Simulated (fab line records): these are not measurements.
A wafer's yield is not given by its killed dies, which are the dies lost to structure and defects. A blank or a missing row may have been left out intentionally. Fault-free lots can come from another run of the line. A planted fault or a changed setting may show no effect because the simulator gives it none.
fab line records :: flow berkeley-cmos170 :: part 2 of 2: steps 29 to 38 of 38
[record]
  lots = 5
  wafers = 15
  last-day = 13
route steps=331 shown CONTACT@235 M1@238 V1@254 M2@271
lots untouched by any fault: they come from a run of this same line in which no faults occurred
start-h: hours from the record's opening day to when the first of the lot's shown wafers began :: wait-h: hours from the lot's prior step to this one :: " the same as in the row above :: L1.1+2: a single row standing in for several wafers :: - no value present, or no start provided :: * or withheld: withheld :: < > ~ a bound
route shown NAME@n: names a module that has steps shown in the file, with the first one's number in the route :: usual: mean and standard deviation over wafers with no fault :: same: alike in all rows :: chamber/n: place in a boat :: sites: the reading at each site :: _std_site: their standard deviation :: _edge_site: outer sites' mean less inner sites' :: radius-mm: how far each site lies from the wafer's centre :: mask NAME#n: copy n :: behind: the most recent tool/chamber to have shaped the wafer :: hold: cause of the lot's hold/its duration in hours/its outcome :: device: the transistor (n, p or np) that didn't switch :: end of line: tests of these same wafers at the route's end :: a step without rows: its recipe alone :: killed: count of dies lost to structure and defects at first sort (not the wafer's yield) :: map: a wafer's dies, x killed, . not, _ none there
set.NAME: the setting that was run; set.NAME@STEP: the one run at that earlier step :: model.NAME: the simulator's own value behind a step, which no gauge read
a table for each step, a row for each wafer; lots at some steps of the route
services: a tool's chamber out of use, with start hour (start-h, from the record's first day; less than 0 if before it), hours out, and reason
[[steps]]
[step UCB170_V1_EXPOSE_09]
[recipe]
  mask-id = VIA1
  target-cd-nm = 700
  na = 0.5
  sigma-outer = 0.6
  source-shape = conventional
  dose-mj = 37
lot.wafer: L079.1+4+5
tool: krf-scanner-02
chamber: 0
start-h: 197.84
wait-h: 0.1
mask: VIA1#0

lot.wafer: L078.1+2+4
tool: krf-scanner-01
chamber: 0
start-h: 199.30
wait-h: 0.2
mask: VIA1#0

lot.wafer: L081.2+3+5
tool: krf-scanner-02
chamber: 0
start-h: 218.41
wait-h: 0.4
mask: VIA1#0

lot.wafer: L092.2+3+6
tool: krf-scanner-01
chamber: 0
start-h: 281.19
wait-h: 0.1
mask: VIA1#0

lot.wafer: L097.1+2+6
tool: krf-scanner-02
chamber: 0
start-h: 304.00
wait-h: 0.1
mask: VIA1#0
[step UCB170_V1_PEB_10]
[recipe]
  peb-temp-c = 130
  peb-time-s = withheld
  resist = KrF
[usual]
  heater-power-total-W = 56.81/0.043
lot.wafer: L079.1
tool: litho-track-01
chamber: 0
start-h: 197.95
wait-h: 0.1
heater-power-total-W: 56.83

lot.wafer: L079.4
tool: litho-track-01
chamber: 0
start-h: 197.95
wait-h: 0.1
heater-power-total-W: 56.80

lot.wafer: L079.5
tool: litho-track-01
chamber: 0
start-h: 197.95
wait-h: 0.1
heater-power-total-W: 56.82

lot.wafer: L078.1
tool: litho-track-01
chamber: 0
start-h: 199.41
wait-h: 0.1
heater-power-total-W: 56.84

lot.wafer: L078.2
tool: litho-track-01
chamber: 0
start-h: 199.41
wait-h: 0.1
heater-power-total-W: 56.83

lot.wafer: L078.4
tool: litho-track-01
chamber: 0
start-h: 199.41
wait-h: 0.1
heater-power-total-W: 56.79

lot.wafer: L081.2
tool: litho-track-01
chamber: 0
start-h: 218.82
wait-h: 0.4
heater-power-total-W: 56.80

lot.wafer: L081.3
tool: litho-track-01
chamber: 0
start-h: 218.82
wait-h: 0.4
heater-power-total-W: 56.75

lot.wafer: L081.5
tool: litho-track-01
chamber: 0
start-h: 218.82
wait-h: 0.4
heater-power-total-W: 56.81

lot.wafer: L092.2
tool: litho-track-01
chamber: 0
start-h: 281.31
wait-h: 0.1
heater-power-total-W: 56.77

lot.wafer: L092.3
tool: litho-track-01
chamber: 0
start-h: 281.31
wait-h: 0.1
heater-power-total-W: 56.86

lot.wafer: L092.6
tool: litho-track-01
chamber: 0
start-h: 281.31
wait-h: 0.1
heater-power-total-W: 56.86

lot.wafer: L097.1
tool: litho-track-03
chamber: 0
start-h: 304.12
wait-h: 0.1
heater-power-total-W: 56.84

lot.wafer: L097.2
tool: litho-track-03
chamber: 0
start-h: 304.12
wait-h: 0.1
heater-power-total-W: 56.85

lot.wafer: L097.6
tool: litho-track-03
chamber: 0
start-h: 304.12
wait-h: 0.1
heater-power-total-W: 56.83
[step UCB170_V1_DEVELOP_11]
[recipe]
  developer = TMAH
  develop-time-s = 45
  resist = KrF
  dev-temp-c = 21
lot.wafer: L079.1+4+5
tool: litho-track-01
chamber: 0
start-h: -
wait-h: -

lot.wafer: L078.1+2+4
tool: litho-track-01
chamber: 0
start-h: -
wait-h: -

lot.wafer: L081.2+3+5
tool: litho-track-01
chamber: 0
start-h: -
wait-h: -

lot.wafer: L092.2+3+6
tool: litho-track-01
chamber: 0
start-h: -
wait-h: -

lot.wafer: L097.1+2+6
tool: litho-track-03
chamber: 0
start-h: -
wait-h: -
[step UCB170_V1_CD_MEAS_12]
[recipe]
  target-cd-nm = 700
[usual]
  cd-nm = 700.7/1.3
lot.wafer: L079.1
tool: cd-sem-01
chamber: -
start-h: 198.23
wait-h: -
cd-nm: 701.0

lot.wafer: L079.4
tool: cd-sem-01
chamber: -
start-h: 198.23
wait-h: -
cd-nm: 700.8

lot.wafer: L079.5
tool: cd-sem-01
chamber: -
start-h: 198.23
wait-h: -
cd-nm: 700.8

lot.wafer: L078.1
tool: cd-sem-01
chamber: -
start-h: 199.69
wait-h: -
cd-nm: 701.7

lot.wafer: L078.2
tool: cd-sem-01
chamber: -
start-h: 199.69
wait-h: -
cd-nm: 700.6

lot.wafer: L078.4
tool: cd-sem-01
chamber: -
start-h: 199.69
wait-h: -
cd-nm: 701.1

lot.wafer: L081.2
tool: cd-sem-02
chamber: -
start-h: 219.09
wait-h: -
cd-nm: 698.8

lot.wafer: L081.3
tool: cd-sem-02
chamber: -
start-h: 219.09
wait-h: -
cd-nm: 697.8

lot.wafer: L081.5
tool: cd-sem-02
chamber: -
start-h: 219.09
wait-h: -
cd-nm: 698.0

lot.wafer: L092.2
tool: cd-sem-02
chamber: -
start-h: 281.58
wait-h: -
cd-nm: 699.1

lot.wafer: L092.3
tool: cd-sem-02
chamber: -
start-h: 281.58
wait-h: -
cd-nm: 699.4

lot.wafer: L092.6
tool: cd-sem-02
chamber: -
start-h: 281.58
wait-h: -
cd-nm: 699.7

lot.wafer: L097.1
tool: cd-sem-02
chamber: -
start-h: 304.40
wait-h: -
cd-nm: 698.9

lot.wafer: L097.2
tool: cd-sem-02
chamber: -
start-h: 304.40
wait-h: -
cd-nm: 700.8

lot.wafer: L097.6
tool: cd-sem-02
chamber: -
start-h: 304.40
wait-h: -
cd-nm: 700.5
[step UCB170_V1_OVL_MEAS_13]
[usual]
  V1_OVL = 0/5.1
lot.wafer: L079.1
tool: overlay-02
chamber: -
start-h: 198.35
wait-h: 0.1
V1_OVL[nm]: 0

lot.wafer: L079.4
tool: overlay-02
chamber: -
start-h: 198.35
wait-h: 0.1
V1_OVL[nm]: -1

lot.wafer: L079.5
tool: overlay-02
chamber: -
start-h: 198.35
wait-h: 0.1
V1_OVL[nm]: -6

lot.wafer: L078.1
tool: overlay-01
chamber: -
start-h: 199.81
wait-h: 0.1
V1_OVL[nm]: 7

lot.wafer: L078.2
tool: overlay-01
chamber: -
start-h: 199.81
wait-h: 0.1
V1_OVL[nm]: 10

lot.wafer: L078.4
tool: overlay-01
chamber: -
start-h: 199.81
wait-h: 0.1
V1_OVL[nm]: 6

lot.wafer: L081.2
tool: overlay-02
chamber: -
start-h: 219.20
wait-h: 0.1
V1_OVL[nm]: 2

lot.wafer: L081.3
tool: overlay-02
chamber: -
start-h: 219.20
wait-h: 0.1
V1_OVL[nm]: 10

lot.wafer: L081.5
tool: overlay-02
chamber: -
start-h: 219.20
wait-h: 0.1
V1_OVL[nm]: 2

lot.wafer: L092.2
tool: overlay-01
chamber: -
start-h: 281.69
wait-h: 0.1
V1_OVL[nm]: 0

lot.wafer: L092.3
tool: overlay-01
chamber: -
start-h: 281.69
wait-h: 0.1
V1_OVL[nm]: -3

lot.wafer: L092.6
tool: overlay-01
chamber: -
start-h: 281.69
wait-h: 0.1
V1_OVL[nm]: -4

lot.wafer: L097.1
tool: overlay-02
chamber: -
start-h: 304.52
wait-h: 0.1
V1_OVL[nm]: 1

lot.wafer: L097.2
tool: overlay-02
chamber: -
start-h: 304.52
wait-h: 0.1
V1_OVL[nm]: -1

lot.wafer: L097.6
tool: overlay-02
chamber: -
start-h: 304.52
wait-h: 0.1
V1_OVL[nm]: 1
[step UCB170_V1_ETCH_14]
[recipe]
  chemistry = CHF3/CF4/Ar
  target = SiO2
  stop-on = Al
  CHF3_flow_sccm = 45
  cf4-flow-sccm = 15
  Ar_flow_sccm = 150
  pressure-mtorr = 200
  rf-w = 700
  target-depth-a = 12500
  over-etch-frac = 0.25
  time-s = 291
[usual]
  cf4-flow-sccm = 15.00/0.04
  drypump-motor-current-A = 5.7/0.45
  oes-product-au = 0.878/0.012
  throttle-valve-pct = 6.94/0.12
lot.wafer: L079.1
tool: rie-diel-01
chamber: 0
start-h: 198.39
wait-h: 0.0
cf4-flow-sccm: 14.96
drypump-motor-current-A: 6.0
oes-product-au: 0.862
rf-hours-counter-h: 128
throttle-valve-pct: 7.17

lot.wafer: L079.4
tool: rie-diel-01
chamber: 3
start-h: 198.39
wait-h: 0.0
cf4-flow-sccm: 14.96
drypump-motor-current-A: 5.8
oes-product-au: 0.884
rf-hours-counter-h: 2
throttle-valve-pct: 6.98

lot.wafer: L079.5
tool: rie-diel-01
chamber: 1
start-h: 198.39
wait-h: 0.0
cf4-flow-sccm: 14.96
drypump-motor-current-A: 6.3
oes-product-au: 0.881
rf-hours-counter-h: -
throttle-valve-pct: 6.88

lot.wafer: L078.1
tool: rie-diel-01
chamber: 2
start-h: 199.84
wait-h: 0.0
cf4-flow-sccm: 15.00
drypump-motor-current-A: 6.2
oes-product-au: 0.856
rf-hours-counter-h: 10
throttle-valve-pct: 6.89

lot.wafer: L078.2
tool: rie-diel-01
chamber: 3
start-h: 199.84
wait-h: 0.0
cf4-flow-sccm: 14.93
drypump-motor-current-A: 5.8
oes-product-au: 0.884
rf-hours-counter-h: 2
throttle-valve-pct: 6.98

lot.wafer: L078.4
tool: rie-diel-01
chamber: 1
start-h: 199.84
wait-h: 0.0
cf4-flow-sccm: 15.04
drypump-motor-current-A: 6.2
oes-product-au: 0.887
rf-hours-counter-h: 26
throttle-valve-pct: 6.86

lot.wafer: L081.2
tool: rie-diel-01
chamber: 2
start-h: 219.23
wait-h: 0.0
cf4-flow-sccm: 14.99
drypump-motor-current-A: 6.2
oes-product-au: 0.859
rf-hours-counter-h: 10
throttle-valve-pct: 6.89

lot.wafer: L081.3
tool: rie-diel-01
chamber: 3
start-h: 219.23
wait-h: 0.0
cf4-flow-sccm: 15.07
drypump-motor-current-A: 5.8
oes-product-au: 0.882
rf-hours-counter-h: 3
throttle-valve-pct: 6.96

lot.wafer: L081.5
tool: rie-diel-01
chamber: 3
start-h: 219.23
wait-h: 0.0
cf4-flow-sccm: 15.05
drypump-motor-current-A: 5.8
oes-product-au: 0.883
rf-hours-counter-h: -
throttle-valve-pct: 6.97

lot.wafer: L092.2
tool: rie-diel-01
chamber: 3
start-h: 281.72
wait-h: 0.0
cf4-flow-sccm: 14.99
drypump-motor-current-A: 5.8
oes-product-au: 0.884
rf-hours-counter-h: 5
throttle-valve-pct: 6.97

lot.wafer: L092.3
tool: rie-diel-01
chamber: 1
start-h: 281.72
wait-h: 0.0
cf4-flow-sccm: 15.02
drypump-motor-current-A: 6.2
oes-product-au: 0.895
rf-hours-counter-h: 29
throttle-valve-pct: 6.86

lot.wafer: L092.6
tool: rie-diel-01
chamber: 2
start-h: 281.72
wait-h: 0.0
cf4-flow-sccm: 14.97
drypump-motor-current-A: 6.2
oes-product-au: 0.858
rf-hours-counter-h: -
throttle-valve-pct: 6.89

lot.wafer: L097.1
tool: rie-diel-01
chamber: 0
start-h: 304.55
wait-h: 0.0
cf4-flow-sccm: 14.97
drypump-motor-current-A: 6.0
oes-product-au: 0.845
rf-hours-counter-h: 1
throttle-valve-pct: 7.15

lot.wafer: L097.2
tool: rie-diel-01
chamber: 2
start-h: 304.55
wait-h: 0.0
cf4-flow-sccm: 15.02
drypump-motor-current-A: 6.2
oes-product-au: 0.866
rf-hours-counter-h: 14
throttle-valve-pct: 6.89

lot.wafer: L097.6
tool: rie-diel-01
chamber: 0
start-h: 304.55
wait-h: 0.0
cf4-flow-sccm: 15.04
drypump-motor-current-A: 6.0
oes-product-au: 0.851
rf-hours-counter-h: -
throttle-valve-pct: 7.17
[step UCB170_V1_STRIP_15]
[recipe]
  chemistry = O2
  power-w = 400
  pressure-mtorr = 3500
  platen-temp-c = withheld
  o2-flow-sccm = 400
  overash-fraction = 0.5
[usual]
  drypump-motor-current-A = 5.7/0.5
  oes-product-au = 0.721/0.0043
  strip-time-to-endpoint-s = 15.36/0.14
[same]
  overash-fraction = 0.5
lot.wafer: L079.1
tool: plasma-asher-04
chamber: 0
start-h: 198.56
wait-h: 0.1
drypump-motor-current-A: 5.7
oes-product-au: 0.728
rf-hours-counter-h: 48
strip-time-to-endpoint-s: 15.43

lot.wafer: L079.4
tool: plasma-asher-04
chamber: 1
start-h: 198.56
wait-h: 0.1
drypump-motor-current-A: 6.2
oes-product-au: 0.726
rf-hours-counter-h: -
strip-time-to-endpoint-s: 15.24

lot.wafer: L079.5
tool: plasma-asher-04
chamber: 0
start-h: 198.56
wait-h: 0.1
drypump-motor-current-A: 5.7
oes-product-au: 0.723
rf-hours-counter-h: -
strip-time-to-endpoint-s: 15.39

lot.wafer: L078.1
tool: plasma-asher-03
chamber: 0
start-h: 200.02
wait-h: 0.1
drypump-motor-current-A: 6.1
oes-product-au: 0.717
rf-hours-counter-h: 41
strip-time-to-endpoint-s: 15.57

lot.wafer: L078.2
tool: plasma-asher-03
chamber: 1
start-h: 200.02
wait-h: 0.1
drypump-motor-current-A: 5.1
oes-product-au: 0.728
rf-hours-counter-h: 41
strip-time-to-endpoint-s: 15.30

lot.wafer: L078.4
tool: plasma-asher-03
chamber: 0
start-h: 200.02
wait-h: 0.1
drypump-motor-current-A: 6.2
oes-product-au: 0.722
rf-hours-counter-h: -
strip-time-to-endpoint-s: 15.43

lot.wafer: L081.2
tool: plasma-asher-02
chamber: 1
start-h: 219.41
wait-h: 0.1
drypump-motor-current-A: 4.9
oes-product-au: 0.720
rf-hours-counter-h: 45
strip-time-to-endpoint-s: 15.45

lot.wafer: L081.3
tool: plasma-asher-02
chamber: 0
start-h: 219.41
wait-h: 0.1
drypump-motor-current-A: 5.9
oes-product-au: 0.715
rf-hours-counter-h: -
strip-time-to-endpoint-s: 15.24

lot.wafer: L081.5
tool: plasma-asher-02
chamber: 0
start-h: 219.41
wait-h: 0.1
drypump-motor-current-A: 5.8
oes-product-au: 0.720
rf-hours-counter-h: -
strip-time-to-endpoint-s: 15.27

lot.wafer: L092.2
tool: plasma-asher-02
chamber: 1
start-h: 281.90
wait-h: 0.1
drypump-motor-current-A: 4.9
oes-product-au: 0.722
rf-hours-counter-h: 52
strip-time-to-endpoint-s: 15.12

lot.wafer: L092.3
tool: plasma-asher-02
chamber: 1
start-h: 281.90
wait-h: 0.1
drypump-motor-current-A: 4.9
oes-product-au: 0.727
rf-hours-counter-h: -
strip-time-to-endpoint-s: 15.27

lot.wafer: L092.6
tool: plasma-asher-02
chamber: 1
start-h: 281.90
wait-h: 0.1
drypump-motor-current-A: 4.9
oes-product-au: 0.725
rf-hours-counter-h: -
strip-time-to-endpoint-s: 15.31

lot.wafer: L097.1
tool: plasma-asher-03
chamber: 0
start-h: 304.73
wait-h: 0.1
drypump-motor-current-A: 6.1
oes-product-au: 0.712
rf-hours-counter-h: 53
strip-time-to-endpoint-s: 15.58

lot.wafer: L097.2
tool: plasma-asher-03
chamber: 1
start-h: 304.73
wait-h: 0.1
drypump-motor-current-A: 5.1
oes-product-au: 0.719
rf-hours-counter-h: 53
strip-time-to-endpoint-s: 15.59

lot.wafer: L097.6
tool: plasma-asher-03
chamber: 0
start-h: 304.73
wait-h: 0.1
drypump-motor-current-A: 6.2
oes-product-au: 0.719
rf-hours-counter-h: -
strip-time-to-endpoint-s: 15.66
[step UCB170_V1_CD_MEAS_90]
[recipe]
  target-cd-nm = 700
[usual]
  cd-nm = 700.6/1.5
lot.wafer: L079.1
tool: cd-sem-01
chamber: -
start-h: 198.66
wait-h: 0.1
cd-nm: 701.2

lot.wafer: L079.4
tool: cd-sem-01
chamber: -
start-h: 198.66
wait-h: 0.1
cd-nm: 701.1

lot.wafer: L079.5
tool: cd-sem-01
chamber: -
start-h: 198.66
wait-h: 0.1
cd-nm: 701.0

lot.wafer: L078.1
tool: cd-sem-02
chamber: -
start-h: 200.12
wait-h: 0.1
cd-nm: 702.0

lot.wafer: L078.2
tool: cd-sem-02
chamber: -
start-h: 200.12
wait-h: 0.1
cd-nm: 699.8

lot.wafer: L078.4
tool: cd-sem-02
chamber: -
start-h: 200.12
wait-h: 0.1
cd-nm: 700.5

lot.wafer: L081.2
tool: cd-sem-01
chamber: -
start-h: 219.53
wait-h: 0.1
cd-nm: 698.4

lot.wafer: L081.3
tool: cd-sem-01
chamber: -
start-h: 219.53
wait-h: 0.1
cd-nm: 698.2

lot.wafer: L081.5
tool: cd-sem-01
chamber: -
start-h: 219.53
wait-h: 0.1
cd-nm: 698.3

lot.wafer: L092.2
tool: cd-sem-01
chamber: -
start-h: 282.02
wait-h: 0.1
cd-nm: 698.7

lot.wafer: L092.3
tool: cd-sem-01
chamber: -
start-h: 282.02
wait-h: 0.1
cd-nm: 699.9

lot.wafer: L092.6
tool: cd-sem-01
chamber: -
start-h: 282.02
wait-h: 0.1
cd-nm: 699.0

lot.wafer: L097.1
tool: cd-sem-01
chamber: -
start-h: 304.83
wait-h: 0.1
cd-nm: 699.4

lot.wafer: L097.2
tool: cd-sem-01
chamber: -
start-h: 304.83
wait-h: 0.1
cd-nm: 700.2

lot.wafer: L097.6
tool: cd-sem-01
chamber: -
start-h: 304.83
wait-h: 0.1
cd-nm: 700.1
[step UCB170_M2_PRE_CLEAN_00]
[recipe]
  gas = Ar
  preclean-etch-time-s = 60
lot.wafer: L079.1+4+5
tool: pvd-sputter-01
chamber: -
start-h: 198.78
wait-h: 0.1

lot.wafer: L078.1+2+4
tool: pvd-sputter-04
chamber: -
start-h: 200.24
wait-h: 0.1

lot.wafer: L081.2+3+5
tool: pvd-sputter-01
chamber: -
start-h: 219.63
wait-h: 0.1

lot.wafer: L092.2+3+6
tool: pvd-sputter-04
chamber: -
start-h: 282.12
wait-h: 0.1

lot.wafer: L097.1+2+6
tool: pvd-sputter-04
chamber: -
start-h: 304.95
wait-h: 0.1
[step UCB170_M2_SPUTTER_01]
[recipe]
  material = Al
  target-thk-nm = 900
  time-s = 120
  power-w = 6000
  chamber-pressure-pa = 0.5
[usual]
  throttle-valve-pct = 30.0/0.78
lot.wafer: L079.1
tool: pvd-sputter-01
chamber: -
start-h: 198.85
wait-h: 0.0
throttle-valve-pct: 29.1

lot.wafer: L079.4
tool: pvd-sputter-01
chamber: -
start-h: 198.85
wait-h: 0.0
throttle-valve-pct: 30.1

lot.wafer: L079.5
tool: pvd-sputter-01
chamber: -
start-h: 198.85
wait-h: 0.0
throttle-valve-pct: 29.2

lot.wafer: L078.1
tool: pvd-sputter-04
chamber: -
start-h: 200.31
wait-h: 0.0
throttle-valve-pct: 31.2

lot.wafer: L078.2
tool: pvd-sputter-04
chamber: -
start-h: 200.31
wait-h: 0.0
throttle-valve-pct: 28.4

lot.wafer: L078.4
tool: pvd-sputter-04
chamber: -
start-h: 200.31
wait-h: 0.0
throttle-valve-pct: 29.7

lot.wafer: L081.2
tool: pvd-sputter-01
chamber: -
start-h: 219.70
wait-h: 0.0
throttle-valve-pct: 30.2

lot.wafer: L081.3
tool: pvd-sputter-01
chamber: -
start-h: 219.70
wait-h: 0.0
throttle-valve-pct: 29.4

lot.wafer: L081.5
tool: pvd-sputter-01
chamber: -
start-h: 219.70
wait-h: 0.0
throttle-valve-pct: 29.3

lot.wafer: L092.2
tool: pvd-sputter-04
chamber: -
start-h: 282.18
wait-h: 0.0
throttle-valve-pct: 31.1

lot.wafer: L092.3
tool: pvd-sputter-04
chamber: -
start-h: 282.18
wait-h: 0.0
throttle-valve-pct: 28.6

lot.wafer: L092.6
tool: pvd-sputter-04
chamber: -
start-h: 282.18
wait-h: 0.0
throttle-valve-pct: 29.5

lot.wafer: L097.1
tool: pvd-sputter-04
chamber: -
start-h: 305.02
wait-h: 0.0
throttle-valve-pct: 30.7

lot.wafer: L097.2
tool: pvd-sputter-04
chamber: -
start-h: 305.02
wait-h: 0.0
throttle-valve-pct: 31.2

lot.wafer: L097.6
tool: pvd-sputter-04
chamber: -
start-h: 305.02
wait-h: 0.0
throttle-valve-pct: 31.1
[[services]]
tool: krf-scanner-02
chamber: -
start-h: 190.44
hours: 1.0
kind: pm

tool: krf-scanner-01
chamber: -
start-h: 191.44
hours: 0.8
kind: pm

tool: krf-scanner-02
chamber: -
start-h: 193.19
hours: 0.8
kind: pm

tool: rie-diel-01
chamber: 3
start-h: 219.54
hours: 2.0
kind: repair

tool: pvd-sputter-04
chamber: -
start-h: 224.17
hours: 1.5
kind: repair

tool: plasma-asher-03
chamber: -
start-h: 225.32
hours: 1.9
kind: repair

tool: cmp-01
chamber: -
start-h: 231.89
hours: 6.5
kind: pm

tool: rie-diel-01
chamber: -
start-h: 233.41
hours: 0.3
kind: repair

tool: plasma-asher-04
chamber: -
start-h: 233.98
hours: 8.0
kind: repair

tool: cmp-01
chamber: -
start-h: 238.40
hours: 4.0
kind: pm

tool: krf-scanner-01
chamber: -
start-h: 241.31
hours: 2.0
kind: repair

tool: pecvd-02
chamber: -
start-h: 242.50
hours: 14.0
kind: pm

tool: cmp-01
chamber: -
start-h: 248.66
hours: 1.8
kind: repair

tool: krf-scanner-02
chamber: -
start-h: 253.80
hours: 1.3
kind: pm

tool: krf-scanner-01
chamber: -
start-h: 270.84
hours: 1.3
kind: pm

tool: krf-scanner-01
chamber: -
start-h: 275.52
hours: 4.8
kind: repair

tool: pecvd-02
chamber: -
start-h: 277.62
hours: 2.8
kind: pm

tool: pvd-sputter-04
chamber: -
start-h: 282.95
hours: 2.9
kind: repair

tool: cmp-01
chamber: -
start-h: 292.82
hours: 0.8
kind: repair

tool: plasma-asher-01
chamber: -
start-h: 294.35
hours: 20.4
kind: repair

tool: cmp-01
chamber: -
start-h: 298.97
hours: 2.2
kind: repair

tool: krf-scanner-02
chamber: -
start-h: 301.25
hours: 0.9
kind: repair

tool: cmp-01
chamber: -
start-h: 302.16
hours: 0.8
kind: repair

tool: rie-diel-01
chamber: 3
start-h: 304.94
hours: 4.6
kind: repair
